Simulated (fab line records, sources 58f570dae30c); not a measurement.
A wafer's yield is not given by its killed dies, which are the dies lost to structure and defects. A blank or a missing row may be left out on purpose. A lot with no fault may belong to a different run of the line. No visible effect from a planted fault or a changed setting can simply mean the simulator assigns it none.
Which tool did it? | flow berkeley cmos170 | 42 wafers from 14 lots sampled at 6 of the route's 331 steps

## WHAT THE GAUGES SHOWED, per wafer
UCB170_PVT_TW_MEAS_09.
lot  | measured     | on            | PVT_TW
L733 | day 5 16:24  | film metro-02 | 509.9 510.1 508.9
L734 | day 6 10:55  | film metro-02 | 507.5 507.9 508.3
L737 | day 6 22:19  | film metro-01 | 510.2 511.8 512.3
L738 | day 6 22:30  | film metro-04 | 29.9 30.0 30.1
L735 | day 6 22:52  | film metro-02 | 29.8 30.0 29.8
L740 | day 7 11:02  | film metro-02 | 508.7 509.5 507.8
L742 | day 7 22:56  | film metro-01 | 511.1 510.2 510.1
L748 | day 8 20:37  | film metro-02 | 507.5 506.1 508.3
L750 | day 9 11:23  | film metro-01 | 510.0 510.5 508.6
L752 | day 9 20:19  | film metro-02 | 507.9 510.4 509.3
L751 | day 9 20:35  | film metro-02 | 511.3 511.4 508.1
L753 | day 10 00:08 | film metro-04 | 507.7 504.6 505.8
L754 | day 10 16:39 | film metro-02 | 508.7 505.4 505.7
L755 | day 10 17:21 | film metro-02 | 508.2 506.2 508.9

UCB170_NSD_CD_MEAS_06: target cd 1200 nm.
lot  | measured     | on        | cd nm (nm)
L733 | day 7 00:05  | cd sem-02 | 1202.3 1200.0 1200.4
L734 | day 7 18:13  | cd sem-02 | 1197.9 1197.0 1199.5
L737 | day 7 20:10  | cd sem-01 | 1200.8 1201.3 1200.8
L738 | day 7 20:25  | cd sem-01 | 1200.1 1200.2 1199.7
L735 | day 7 20:16  | cd sem-02 | 1200.6 1200.4 1198.7
L740 | day 8 15:29  | cd sem-02 | 1201.6 1201.1 1201.1
L742 | day 8 19:29  | cd sem-02 | 1201.0 1199.1 1200.2
L748 | day 9 19:45  | cd sem-02 | 1198.5 1199.4 1198.5
L750 | day 10 07:52 | cd sem-01 | 1199.9 1199.9 1200.2
L752 | day 10 18:22 | cd sem-01 | 1200.5 1200.7 1199.3
L751 | day 10 17:49 | cd sem-02 | 1197.8 1197.9 1199.8
L753 | day 10 23:12 | cd sem-02 | 1203.1 1203.8 1202.2
L754 | day 11 19:11 | cd sem-01 | 1200.4 1201.3 1200.1
L755 | day 11 18:54 | cd sem-01 | 1200.4 1201.1 1200.9

UCB170_CONTACT_THK_MEAS_02.
lot  | measured     | on            | CONTACT_PSG_THK (nm)
L733 | day 7 04:31  | film metro-03 | 698 692 703
L734 | day 7 22:44  | film metro-03 | 678 685 684
L737 | day 8 04:20  | film metro-03 | 686 688 688
L738 | day 8 04:19  | film metro-01 | 694 696 694
L735 | day 8 04:20  | film metro-02 | 692 696 692
L740 | day 8 21:57  | film metro-02 | 705 701 698
L742 | day 9 00:01  | film metro-01 | 693 700 689
L748 | day 10 00:35 | film metro-01 | 695 696 693
L750 | day 10 13:40 | film metro-01 | 706 701 707
L752 | day 11 00:40 | film metro-02 | 688 691 696
L751 | day 10 22:07 | film metro-03 | 697 698 691
L753 | day 11 04:22 | film metro-01 | 700 699 699
L754 | day 12 00:38 | film metro-02 | 708 702 709
L755 | day 12 00:38 | film metro-01 | 695 689 696

UCB170_V1_CD_MEAS_12: target cd 700 nm.
lot  | measured     | on        | cd nm (nm)
L733 | day 7 18:59  | cd sem-01 | 699.5 698.7 699.0
L734 | day 8 10:15  | cd sem-02 | 704.6 703.6 704.5
L737 | day 8 15:16  | cd sem-02 | 699.9 700.7 700.2
L738 | day 8 16:28  | cd sem-02 | 700.0 700.7 699.6
L735 | day 8 15:59  | cd sem-02 | 702.2 700.5 700.4
L740 | day 9 11:10  | cd sem-01 | 703.5 703.2 704.3
L742 | day 9 11:38  | cd sem-01 | 699.7 698.5 700.2
L748 | day 10 10:36 | cd sem-01 | 700.0 700.4 700.2
L750 | day 10 23:26 | cd sem-01 | 700.6 699.2 700.2
L752 | day 11 11:26 | cd sem-01 | 699.8 701.2 700.2
L751 | day 11 11:08 | cd sem-02 | 698.9 699.7 701.3
L753 | day 11 18:31 | cd sem-02 | 699.2 700.5 701.2
L754 | day 12 12:19 | cd sem-02 | 700.4 700.2 700.4
L755 | day 12 12:11 | cd sem-01 | 700.7 698.5 700.7

## WHAT TOOL EACH LOT RAN ON (gives the tool, then ch and the chambers of the sampled wafers, and finally the start)
lot  | UCB170_NVT_STRIP_08                  | UCB170_PVT_STRIP_08
L733 | plasma asher-01 ch 0,1, day 5 14:43  | plasma asher-03 ch 0,1, day 5 16:17
L734 | plasma asher-02 ch 0,1, day 6 09:20  | plasma asher-02 ch 0,1, day 6 10:49
L737 | plasma asher-02 ch 0,1, day 6 20:49  | plasma asher-04 ch 0,1, day 6 22:13
L738 | plasma asher-03 ch 0,1, day 6 21:02  | plasma asher-02 ch 0,1, day 6 22:24
L735 | plasma asher-01 ch 0,1, day 6 21:11  | plasma asher-04 ch 0,1, day 6 22:46
L740 | plasma asher-02 ch 0,1, day 7 08:50  | plasma asher-03 ch 0,1, day 7 10:55
L742 | plasma asher-03 ch 1, day 7 20:43    | plasma asher-02 ch 0, day 7 22:43
L748 | plasma asher-03 ch 0,1, day 8 19:01  | plasma asher-03 ch 0,1, day 8 20:31
L750 | plasma asher-01 ch 0,1, day 9 04:27  | plasma asher-02 ch 0,1, day 9 11:16
L752 | plasma asher-01 ch 0,1, day 9 18:25  | plasma asher-03 ch 0,1, day 9 20:13
L751 | plasma asher-03 ch 0,1, day 9 18:36  | plasma asher-04 ch 0,1, day 9 20:29
L753 | plasma asher-01 ch 0,1, day 9 22:21  | plasma asher-03 ch 0,1, day 10 00:00
L754 | plasma asher-01 ch 0,1, day 10 14:21 | plasma asher-02 ch 0,1, day 10 16:32
L755 | plasma asher-03 ch 0,1, day 10 14:55 | plasma asher-03 ch 0,1, day 10 17:14
- UCB170_NVT_STRIP_08: strips in O2.
- UCB170_PVT_STRIP_08: strips in O2.

## AS READ BY THE TOOLS THEMSELVES (means over the sampled wafers that have a number; for cases with no such wafer, the mark the record gives instead)
UCB170_NVT_STRIP_08.
lot  | tool            | chamber pressure mTorr (mTorr) | drypump motor current A (A) | oes product au (a.u.) | strip time to endpoint s (s)
L733 | plasma asher-01 | 3498                           | 5.1                         | 0.735                 | 21.68
L734 | plasma asher-02 | 3498                           | 5.7                         | 0.737                 | 21.51
L737 | plasma asher-02 | 3503                           | 5.7                         | 0.736                 | 21.68
L738 | plasma asher-03 | -                              | -                           | -                     | -
L735 | plasma asher-01 | -                              | -                           | -                     | -
L740 | plasma asher-02 | 3501                           | 5.7                         | 0.732                 | 21.61
L742 | plasma asher-03 | 3502                           | 5.9                         | 0.733                 | 21.63
L748 | plasma asher-03 | 3500                           | 5.8                         | 0.732                 | 21.67
L750 | plasma asher-01 | 3500                           | 5.1                         | 0.734                 | 21.67
L752 | plasma asher-01 | 3502                           | 5.1                         | 0.732                 | 21.68
L751 | plasma asher-03 | 3499                           | 5.8                         | 0.734                 | 21.65
L753 | plasma asher-01 | 3500                           | 5.1                         | 0.738                 | 21.59
L754 | plasma asher-01 | 3500                           | 5.1                         | 0.734                 | 21.59
L755 | plasma asher-03 | 3499                           | 5.9                         | 0.727                 | 21.63

UCB170_PVT_STRIP_08.
lot  | tool            | chamber pressure mTorr (mTorr) | drypump motor current A (A) | oes product au (a.u.) | strip time to endpoint s (s)
L733 | plasma asher-03 | 3501                           | 5.85                        | 0.735                 | 21.63
L734 | plasma asher-02 | 3504                           | 5.67                        | 0.734                 | 21.68
L737 | plasma asher-04 | 3500                           | 6.24                        | 0.734                 | 21.77
L738 | plasma asher-02 | 3500                           | 5.78                        | 0.743                 | 47.85
L735 | plasma asher-04 | 3499                           | 6.22                        | 0.738                 | 48.08
L740 | plasma asher-03 | 3500                           | 5.82                        | 0.735                 | 21.63
L742 | plasma asher-02 | 3502                           | 5.55                        | 0.734                 | 21.59
L748 | plasma asher-03 | 3500                           | 5.84                        | 0.732                 | 21.65
L750 | plasma asher-02 | 3502                           | 5.80                        | 0.736                 | 21.69
L752 | plasma asher-03 | 3497                           | 5.82                        | 0.735                 | 21.74
L751 | plasma asher-04 | 3500                           | 6.27                        | 0.732                 | 21.55
L753 | plasma asher-03 | 3498                           | 5.82                        | 0.735                 | 21.71
L754 | plasma asher-02 | 3496                           | 5.80                        | 0.729                 | 21.70
L755 | plasma asher-03 | 3498                           | 5.87                        | 0.732                 | 21.62

## THE ANSWER, worked out from the rows above alone
Rule: the lots themselves supply what counts as usual. Put in order of their means at a reading, lots are off if they are a third of the lots or fewer, leave a main group of 4 or more, and stand apart from it by a gap of 3 or more times the standard deviation of the main group's means; of several such gaps the widest counts. If all means in a main group match to the digits the tables above print for the reading, that group is not used. Also off: a lot with no number at a reading for which 4 or more lots have one. Where the step has rows for the other lots, those lots are counted as sound. Order of review: gauges by route order, followed by the tools' own readings, for which a lot's mean as printed above is used. The first step at which some lot is off is used, and at that step the reading that is off furthest; a lot without a number counts as furthest.
Off: at UCB170_PVT_TW_MEAS_09 (PVT_TW), L738, L735. The main group has a mean of 508.7 with a standard deviation of 1.6.
If a tool, at a process step before that reading, ran all the lots that are off and no sound lot after the first of them, it fits. Not tried: the gauges at UCB170_PVT_TW_MEAS_09; whatever is off there is also off at UCB170_NVT_STRIP_08, on other tools, and gauge error can't account for it. No candidate that was tried fits.

## WHAT HAD BEEN PUT IN BY THE SIMULATOR
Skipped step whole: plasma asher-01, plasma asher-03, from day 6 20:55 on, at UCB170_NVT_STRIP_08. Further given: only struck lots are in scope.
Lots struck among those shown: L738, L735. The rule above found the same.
